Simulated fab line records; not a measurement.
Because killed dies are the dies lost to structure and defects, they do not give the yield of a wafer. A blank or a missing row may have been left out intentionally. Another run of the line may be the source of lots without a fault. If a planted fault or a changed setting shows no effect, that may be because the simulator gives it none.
fab line records	flow rit-cmos
record lots=7	wafers=21	last-day=7
route steps=202 shown SILICIDE@167 CONTACT@168
lots that met no fault: from a run of the same line without faults
start-h: the number of hours between the record's first day and the start of the first shown wafer of the lot	wait-h: time in hours since the lot's previous step	" the same as in the row above	L1.1+2: several wafers, shown together as one row	- no value present, or no start provided	* or withheld: withheld	< > ~ a bound
route shown NAME@n: NAME is a module with steps in the file, n the number in the route of the first one	usual: mean/standard deviation of fault-free wafers	same: alike in all rows	chamber/n: place in a boat	sites: the reading at each site	_std_site: standard deviation across them	_edge_site: the outer-site mean with the inner-site mean subtracted	radius-mm: how far each site lies from the wafer's centre	mask NAME#n: copy n	behind: the most recent tool/chamber to have shaped the wafer	hold: what put the lot on hold/how long, in hours/how the hold closed	device: whichever transistor did not switch (one of n, p or np)	end of line: tests of these same wafers at the route's end	a step with no rows: only its recipe	killed: dies that structure and defects cost at the first sort, which is not the same as the wafer's yield	map: a wafer's dies, x killed, . not, _ none there
set.NAME: the setting the step ran with; set.NAME@STEP: the setting that earlier step ran with	model.NAME: the simulator's own value behind a step, which no gauge read
a table for each step, a row for each wafer; lots at some steps of the route
services: the hour from which a tool's chamber was out of use, counted from the record's first day as start-h (under 0 if before that day), plus the number of hours and why
## steps
# step RIT_SILICIDE_RTA_06
# recipe temp-c=750	time-s=10	idle-temp-c=25	ramp-up-s=5	ramp-down-s=10	cool-to-c=25	ambient=N2
# usual wafer_temp_C_max=753.1/0.87
lot.wafer	tool	chamber	start-h	wait-h	wafer_temp_C_max
L237.3	rtp-anneal-01	0	106.37	0.0	754.1
L237.4	"	0	"	"	753.7
L237.6	"	0	"	"	754.5
L238.1	rtp-anneal-02	0	111.91	0.0	752.5
L238.4	"	0	"	"	752.7
L238.5	"	0	"	"	752.6
L239.1	rtp-anneal-01	0	114.80	0.0	753.4
L239.3	"	0	"	"	752.7
L239.5	"	0	"	"	754.0
L240.2	rtp-anneal-02	0	117.20	0.0	752.0
L240.4	"	0	"	"	752.4
L240.6	"	0	"	"	752.1
L243.1	rtp-anneal-01	0	132.23	0.0	752.2
L243.4	"	0	"	"	753.0
L243.5	"	0	"	"	753.2
L244.3	rtp-anneal-02	0	135.15	0.0	752.6
L244.5	"	0	"	"	752.9
L244.6	"	0	"	"	752.8
L247.3	rtp-anneal-01	0	154.02	0.0	752.6
L247.4	"	0	"	"	753.3
L247.6	"	0	"	"	753.0
# step RIT_CONTACT_CVD_00
# recipe material=SiO2	target-thk-nm=400	precursor=TEOS	temp-c=390	time-s=61	rf-w=400
# usual heater-power-w=346/52
lot.wafer	tool	chamber	start-h	wait-h	heater-power-w
L237.3	pecvd-04	2	106.42	0.0	358
L237.4	"	0	"	"	298
L237.6	"	1	"	"	262
L238.1	pecvd-01	1	111.97	0.1	304
L238.4	"	0	"	"	429
L238.5	"	2	"	"	417
L239.1	pecvd-02	1	114.86	0.1	384
L239.3	"	0	"	"	310
L239.5	"	2	"	"	341
L240.2	pecvd-04	2	117.26	0.0	357
L240.4	"	0	"	"	294
L240.6	"	2	"	"	377
L243.1	pecvd-04	0	132.29	0.1	317
L243.4	"	1	"	"	346
L243.5	"	2	"	"	394
L244.3	pecvd-01	1	135.20	0.0	286
L244.5	"	0	"	"	422
L244.6	"	1	"	"	317
L247.3	pecvd-01	1	154.06	0.0	273
L247.4	"	2	"	"	445
L247.6	"	1	"	"	290
# step RIT_CONTACT_THK_MEAS_01
# recipe reads=SiO2_of_CONTACT_CVD_00
# usual CONTACT_TEOS_THK=400/4.3
lot.wafer	tool	chamber	start-h	wait-h	CONTACT_TEOS_THK[nm]
L237.3	film-metro-02	-	106.49	0.0	395
L237.4	"	-	"	"	403
L237.6	"	-	"	"	400
L238.1	film-metro-03	-	112.02	0.0	399
L238.4	"	-	"	"	404
L238.5	"	-	"	"	406
L239.1	film-metro-03	-	114.91	0.0	395
L239.3	"	-	"	"	400
L239.5	"	-	"	"	398
L240.2	film-metro-01	-	117.32	0.0	395
L240.4	"	-	"	"	404
L240.6	"	-	"	"	406
L243.1	film-metro-01	-	132.34	0.0	400
L243.4	"	-	"	"	405
L243.5	"	-	"	"	405
L244.3	film-metro-01	-	135.27	0.0	400
L244.5	"	-	"	"	402
L244.6	"	-	"	"	404
L247.3	film-metro-01	-	154.14	0.0	401
L247.4	"	-	"	"	399
L247.6	"	-	"	"	399
# step RIT_CONTACT_HMDS_02
# recipe prime-time-s=60	prime-temp-c=140
# step RIT_CONTACT_COAT_03
# recipe resist=NOVOLAK	spin-rpm=3250	resist-thk-nm=1000
# step RIT_CONTACT_SOFTBAKE_04
# recipe resist=NOVOLAK	temp-c=90	time-s=60
# step RIT_CONTACT_EXPOSE_05
# recipe mask-id=M11	na=0.6	source-shape=conventional	sigma-outer=0.5	target-cd-nm=1000	dose-mj=250
# step RIT_CONTACT_PEB_06
# recipe resist=NOVOLAK	temp-c=withheld	time-s=withheld
# step RIT_CONTACT_DEVELOP_07
# recipe resist=NOVOLAK	develop-time-s=120	dev-temp-c=23
# step RIT_CONTACT_CD_MEAS_08
# recipe target-cd-nm=1000
# usual cd-nm=1000.2/2.4
lot.wafer	tool	chamber	start-h	wait-h	cd-nm
L237.3	cd-sem-01	-	107.85	-	1001.8
L237.4	"	-	"	"	1000.1
L237.6	"	-	"	"	1000.2
L238.1	cd-sem-01	-	113.46	-	994.9
L238.4	"	-	"	"	994.1
L238.5	"	-	"	"	994.7
L239.1	cd-sem-01	-	116.07	-	998.4
L239.3	"	-	"	"	997.8
L239.5	"	-	"	"	999.5
L240.2	cd-sem-02	-	118.40	-	999.4
L240.4	"	-	"	"	999.3
L240.6	"	-	"	"	1000.5
L243.1	cd-sem-01	-	133.50	-	1002.0
L243.4	"	-	"	"	1003.1
L243.5	"	-	"	"	1003.8
L244.3	cd-sem-01	-	136.44	-	999.1
L244.5	"	-	"	"	998.5
L244.6	"	-	"	"	998.5
L247.3	cd-sem-02	-	155.18	-	997.9
L247.4	"	-	"	"	997.6
L247.6	"	-	"	"	999.1
# step RIT_CONTACT_OVL_MEAS_09
# usual CONTACT_OVL=-0.9/1.5
lot.wafer	tool	chamber	start-h	wait-h	CONTACT_OVL[nm]
L237.3	overlay-01	-	107.94	0.1	-2.4
L237.4	"	-	"	"	-1.2
L237.6	"	-	"	"	-3.4
L238.1	overlay-01	-	113.58	0.1	-2.6
L238.4	"	-	"	"	-1.7
L238.5	"	-	"	"	-1.0
L239.1	overlay-01	-	116.19	0.1	0.0
L239.3	"	-	"	"	0.3
L239.5	"	-	"	"	-0.7
L240.2	overlay-01	-	118.50	0.1	-0.4
L240.4	"	-	"	"	-1.4
L240.6	"	-	"	"	0.2
L243.1	overlay-02	-	133.62	0.1	-3.4
L243.4	"	-	"	"	-1.7
L243.5	"	-	"	"	-1.3
L244.3	overlay-02	-	136.53	0.1	-2.8
L244.5	"	-	"	"	0.3
L244.6	"	-	"	"	-0.4
L247.3	overlay-02	-	155.27	0.1	-2.0
L247.4	"	-	"	"	0.2
L247.6	"	-	"	"	-0.2
# step RIT_CONTACT_HARDBAKE_10
# recipe resist=NOVOLAK	temp-c=140	time-s=60
# step RIT_CONTACT_ETCH_11
# recipe target-depth-a=4800	over-etch-frac=0.2	stop-on=TiSi2	chemistry=CHF3/CF4/Ar	target=SiO2	CHF3_flow_sccm=50	cf4-flow-sccm=10	Ar_flow_sccm=100	O2_flow_sccm=5	pressure-mtorr=100	rf-w=200	time-s=320
# usual CHF3_flow_sccm=50.03/0.15	O2_flow_sccm=5.000/0.017	drypump-motor-current-A=5.9/0.42	oes-product-au=1.001/0.014	over-etch-frac=0.2/0	throttle-valve-pct=8.88/0.09
lot.wafer	tool	chamber	start-h	wait-h	CHF3_flow_sccm	O2_flow_sccm	drypump-motor-current-A	oes-product-au	over-etch-frac	rf-hours-counter-h	throttle-valve-pct	model.NOVOLAK_of_CONTACT_COAT_03.thk-nm
L237.3	rie-diel-04	0	108.12	0.1	-	-	-	-	-	-	-	880.3
L237.4	"	3	"	"	-	-	-	-	-	-	-	883.7
L237.6	"	1	"	"	-	-	-	-	-	-	-	882
L238.1	rie-diel-04	2	113.76	0.1	-	-	-	-	-	-	-	891
L238.4	"	1	"	"	-	-	-	-	-	-	-	888.3
L238.5	"	0	"	"	-	-	-	-	-	-	-	888.1
L239.1	rie-diel-03	3	116.37	0.1	-	-	-	-	-	-	-	879.1
L239.3	"	2	"	"	-	-	-	-	-	-	-	881.9
L239.5	"	0	"	"	-	-	-	-	-	-	-	881.6
L240.2	rie-diel-01	0	118.68	0.1	49.96	4.980	5.7	0.998	0.2	16	8.87	772.5
L240.4	"	1	"	"	50.04	4.975	5.6	1.002	0.2	156	8.81	774.2
L240.6	"	1	"	"	49.98	4.984	5.6	0.997	0.2	-	8.83	771.5
L243.1	rie-diel-04	3	133.80	0.1	50.18	5.002	5.9	1.000	0.2	144	8.85	765.1
L243.4	"	2	"	"	49.96	5.021	5.4	0.969	0.2	146	8.84	766.8
L243.5	"	2	"	"	49.95	4.965	5.3	0.975	0.2	-	8.84	764.5
L244.3	rie-diel-03	1	136.71	0.1	49.68	4.970	6.2	0.981	0.2	80	8.80	767
L244.5	"	0	"	"	50.05	4.986	5.6	1.013	0.2	-	9.00	767.1
L244.6	"	1	"	"	49.84	4.997	6.2	0.998	0.2	-	8.80	766.9
L247.3	rie-diel-04	3	155.45	0.1	49.87	5.030	5.9	0.999	0.2	145	8.87	771.4
L247.4	"	1	"	"	49.87	4.998	6.7	0.997	0.2	42	8.84	774
L247.6	"	2	"	"	49.91	4.998	5.4	0.981	0.2	-	8.85	773.7
# step RIT_CONTACT_STRIP_12
# recipe chemistry=O2	time-s=180	resist=NOVOLAK	platen-temp-c=withheld	power-w=500	pressure-mtorr=4000	o2-flow-sccm=4000
# usual drypump-motor-current-A=6.0/0.39	rf-refl-power-W=7.0/2
lot.wafer	tool	chamber	start-h	wait-h	drypump-motor-current-A	rf-hours-counter-h	rf-refl-power-W
L237.3	plasma-asher-04	1	108.37	0.2	6.6	-	9.9
L237.4	"	0	"	"	5.7	-	5.8
L237.6	"	1	"	"	6.7	-	9.7
L238.1	plasma-asher-02	1	113.96	0.1	5.6	35	5.1
L238.4	"	0	"	"	6.3	-	8.7
L238.5	"	0	"	"	6.3	-	8.3
L239.1	plasma-asher-04	0	116.57	0.1	5.7	48	5.8
L239.3	"	0	"	"	5.7	-	5.9
L239.5	"	1	"	"	6.6	-	10.0
L240.2	plasma-asher-04	1	118.88	0.1	6.6	48	9.5
L240.4	"	0	"	"	5.7	-	5.9
L240.6	"	0	"	"	5.7	-	5.9
L243.1	plasma-asher-02	1	134.00	0.1	5.7	37	5.0
L243.4	"	1	"	"	5.7	-	4.8
L243.5	"	0	"	"	6.4	-	8.6
L244.3	plasma-asher-01	1	136.96	0.2	5.8	-	7.6
L244.5	"	0	"	"	5.6	-	4.4
L244.6	"	1	"	"	5.7	-	8.1
L247.3	plasma-asher-04	0	155.70	0.2	5.7	-	6.0
L247.4	"	1	"	"	6.6	-	10.2
L247.6	"	0	"	"	5.7	-	5.9
# step RIT_CONTACT_CD_MEAS_90
# recipe target-cd-nm=1000
# usual cd-nm=1000.3/2.4
lot.wafer	tool	chamber	start-h	wait-h	cd-nm
L237.3	cd-sem-01	-	108.52	0.1	-
L237.4	"	-	"	"	-
L237.6	"	-	"	"	-
L238.1	cd-sem-01	-	114.13	0.1	-
L238.4	"	-	"	"	-
L238.5	"	-	"	"	-
L239.1	cd-sem-02	-	116.74	0.1	-
L239.3	"	-	"	"	-
L239.5	"	-	"	"	-
L240.2	cd-sem-01	-	119.07	0.1	999.7
L240.4	"	-	"	"	999.7
L240.6	"	-	"	"	1000.9
L243.1	cd-sem-02	-	134.17	0.1	1001.8
L243.4	"	-	"	"	1003.8
L243.5	"	-	"	"	1003.4
L244.3	cd-sem-01	-	137.12	0.1	999.4
L244.5	"	-	"	"	998.3
L244.6	"	-	"	"	999.1
L247.3	cd-sem-02	-	155.86	0.1	998.2
L247.4	"	-	"	"	997.5
L247.6	"	-	"	"	999.1
# step RIT_CONTACT_CLEAN_13
# recipe chemistry=SC1	mix=3:3:50	time-s=600	temp-c=75
## services
tool	chamber	start-h	hours	kind
rie-diel-03	-	85.52	0.1	repair
pecvd-04	-	89.48	2.9	repair
rie-diel-03	-	93.43	0.5	repair
plasma-asher-01	-	108.75	9.0	pm
plasma-asher-01	0	108.75	9.0	vent-cycle
plasma-asher-01	1	108.75	9.0	vent-cycle
plasma-asher-01	0	117.75	-	clean
plasma-asher-01	1	117.75	-	clean
rie-diel-04	-	118.41	14.6	pm
rie-diel-01	1	122.58	-	clean
rie-diel-01	1	122.58	19.2	scheduled-down
rie-diel-01	1	122.58	19.2	vent-cycle
rtp-anneal-02	-	127.17	4.4	pm
pecvd-01	1	135.06	-	calibration
## key
first-sign step=RIT_CONTACT_ETCH_11	reading=tool-record	direction=missing
effect step=RIT_CONTACT_CD_MEAS_90	reading=cd-nm	direction=missing	through=control-loop
model-effect step=RIT_CONTACT_ETCH_11	value=NOVOLAK_of_CONTACT_COAT_03.thk-nm	without=769.6	struck=884
met-at RIT_CONTACT_ETCH_11
struck-wafers L237.3,L237.4,L237.6,L238.1,L238.4,L238.5,L239.1,L239.3,L239.5
later-rows-left-out L237.3,L237.4,L237.6,L238.1,L238.4,L238.5,L239.1,L239.3,L239.5
sort-left-out L237.3,L237.4,L237.6,L238.1,L238.4,L238.5,L239.1,L239.3,L239.5
tester-left-out L237,L238,L239
loop-trim step=RIT_CONTACT_EXPOSE_05	setting=dose	lots=L238
fault kind=skipped-step-whole	tool=rie-diel-03,rie-diel-04	chamber=-	onset-h=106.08	steps=RIT_CONTACT_ETCH_11	scope=struck-lots-only
# tester-left-out: of these lots the tester's yield and bins aren't shown, on N5 and GAA mostly nor the transistor test; their killed dies are dies lost to structure and defects alone, not to doping, threshold or leakage, so they don't give the yield
# sort-left-out: the simulated sort isn't trusted on such a fault, so these wafers' sort isn't shown, and their yield isn't known
# later-rows-left-out: the simulator's readings of these wafers behind a module that went badly wrong aren't trusted and aren't shown, but for the sort
# loop-trim: a control loop set the setting to another value than it would have without faults
